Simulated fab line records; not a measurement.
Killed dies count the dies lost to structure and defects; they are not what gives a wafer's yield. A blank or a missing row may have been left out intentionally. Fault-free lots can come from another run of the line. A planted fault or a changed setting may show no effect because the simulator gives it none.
Shared-tool check :: flow berkeley cmos170 :: 15 lots and 45 wafers in the sample

WHY IT WAS OPENED
At UCB170_M1_CD_MEAS_09 the reading cd nm is flagged on 3 of 15 lots. Wafers without a fault read 699.9 nm, standard deviation 1.5.
Rule: a lot gets a flag if all its wafers with a number sit over 4 standard deviations from that mean, or if no wafer of it has a number. All remaining lots are regarded as sound.

lot: L281
measured: day 7 14:36
on: cd sem-02
cd nm (nm), wafer by wafer: 699.5 700.0 697.5
flag: 

lot: L280
measured: day 7 14:52
on: cd sem-01
cd nm (nm), wafer by wafer: 697.2 698.8 697.0
flag: 

lot: L282
measured: day 7 15:34
on: cd sem-01
cd nm (nm), wafer by wafer: 701.9 700.6 700.5
flag: 

lot: L283
measured: day 7 15:53
on: cd sem-02
cd nm (nm), wafer by wafer: 698.9 699.8 699.2
flag: 

lot: L284
measured: day 7 16:14
on: cd sem-02
cd nm (nm), wafer by wafer: 703.4 701.7 701.6
flag: 

lot: L285
measured: day 8 04:16
on: cd sem-02
cd nm (nm), wafer by wafer: 700.9 701.4 701.9
flag: 

lot: L289
measured: day 9 08:02
on: cd sem-02
cd nm (nm), wafer by wafer: 700.0 699.1 700.5
flag: 

lot: L292
measured: day 9 20:25
on: cd sem-01
cd nm (nm), wafer by wafer: 714.3 714.4 713.0
flag: FLAGGED

lot: L293
measured: day 9 22:02
on: cd sem-01
cd nm (nm), wafer by wafer: 710.4 708.9 708.6
flag: FLAGGED

lot: L295
measured: day 10 10:51
on: cd sem-01
cd nm (nm), wafer by wafer: 710.1 710.6 710.7
flag: FLAGGED

lot: L297
measured: day 10 11:13
on: cd sem-01
cd nm (nm), wafer by wafer: 699.7 698.7 698.8
flag: 

lot: L298
measured: day 11 04:22
on: cd sem-01
cd nm (nm), wafer by wafer: 698.0 698.3 698.7
flag: 

lot: L299
measured: day 11 05:19
on: cd sem-01
cd nm (nm), wafer by wafer: 698.2 699.7 698.7
flag: 

lot: L301
measured: day 11 05:47
on: cd sem-02
cd nm (nm), wafer by wafer: 700.7 701.3 703.0
flag: 

lot: L303
measured: day 11 08:05
on: cd sem-01
cd nm (nm), wafer by wafer: 700.3 700.1 698.5
flag: 
On average the flagged lots' numbers are 711.2 nm, which is +11.3 nm against the usual, or +8 standard deviations.

WHICH TOOL RAN EACH LOT
The record holds 1 process step before the reading, out of a route of 331 steps. In each cell: the tool, then ch and the chambers that the sampled wafers went through, then the start.
lot: L281
flag: 
UCB170_M1_EXPOSE_06: krf scanner-01 ch 0, day 7 14:13

lot: L280
flag: 
UCB170_M1_EXPOSE_06: krf scanner-01 ch 0, day 7 14:25

lot: L282
flag: 
UCB170_M1_EXPOSE_06: krf scanner-01 ch 0, day 7 15:10

lot: L283
flag: 
UCB170_M1_EXPOSE_06: krf scanner-02 ch 0, day 7 15:29

lot: L284
flag: 
UCB170_M1_EXPOSE_06: krf scanner-01 ch 0, day 7 15:50

lot: L285
flag: 
UCB170_M1_EXPOSE_06: krf scanner-02 ch 0, day 8 03:46

lot: L289
flag: 
UCB170_M1_EXPOSE_06: krf scanner-02 ch 0, day 9 07:37

lot: L292
flag: FLAGGED
UCB170_M1_EXPOSE_06: krf scanner-01 ch 0, day 9 20:02

lot: L293
flag: FLAGGED
UCB170_M1_EXPOSE_06: krf scanner-01 ch 0, day 9 20:56

lot: L295
flag: FLAGGED
UCB170_M1_EXPOSE_06: krf scanner-01 ch 0, day 10 09:46

lot: L297
flag: 
UCB170_M1_EXPOSE_06: krf scanner-02 ch 0, day 10 10:22

lot: L298
flag: 
UCB170_M1_EXPOSE_06: krf scanner-02 ch 0, day 11 03:59

lot: L299
flag: 
UCB170_M1_EXPOSE_06: krf scanner-02 ch 0, day 11 04:55

lot: L301
flag: 
UCB170_M1_EXPOSE_06: krf scanner-02 ch 0, day 11 05:23

lot: L303
flag: 
UCB170_M1_EXPOSE_06: krf scanner-02 ch 0, day 11 07:41
What the steps here do:
- UCB170_M1_EXPOSE_06: exposes mask METAL1, target cd 700 nm.
- UCB170_M1_CD_MEAS_09: target cd 700 nm.

FLAGGED OVER TOTAL, TOOL BY TOOL (the gauges that took the reading come last)
step: UCB170_M1_EXPOSE_06
tool: krf scanner-01
lots run: 7
flagged: 3
share of the flagged lots: all
sound lots run after its first flagged lot: 0

step: UCB170_M1_EXPOSE_06
tool: krf scanner-02
lots run: 8
flagged: 0
share of the flagged lots: none
sound lots run after its first flagged lot: -

step: UCB170_M1_CD_MEAS_09
tool: cd sem-01
lots run: 9
flagged: 3
share of the flagged lots: all
sound lots run after its first flagged lot: 4 (L297,L298,L299,L303)

step: UCB170_M1_CD_MEAS_09
tool: cd sem-02
lots run: 6
flagged: 0
share of the flagged lots: none
sound lots run after its first flagged lot: -

WHAT THE TABLE PERMITS
Table rows that saw every flagged lot: 2, namely krf scanner-01 at UCB170_M1_EXPOSE_06 and cd sem-01 at UCB170_M1_CD_MEAS_09.
- krf scanner-01 at UCB170_M1_EXPOSE_06: 3 of its 7 lots flagged. Last sound lot L284 at day 7 15:50, first flagged lot L292 at day 9 20:02; a fault beginning in between fits. Its own readings (exposure dose mJ cm2) fall more than 4 standard deviations out on all wafers of the flagged lots.
- cd sem-01 at UCB170_M1_CD_MEAS_09: 3 of its 9 lots flagged. Sound lots followed the first flagged one (L297, L298, L299, L303) on it, something a lasting fault affecting the whole tool could not allow.
krf scanner-01 at UCB170_M1_EXPOSE_06 is the single tool remaining.

WHAT HAD BEEN PUT IN BY THE SIMULATOR
Process parameters drifting: krf scanner-01 at UCB170_M1_EXPOSE_06, beginning at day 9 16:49. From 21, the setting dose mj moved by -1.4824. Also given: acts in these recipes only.
Shown lots that were struck: L292, L293, L295. This agrees with what the rule above found.
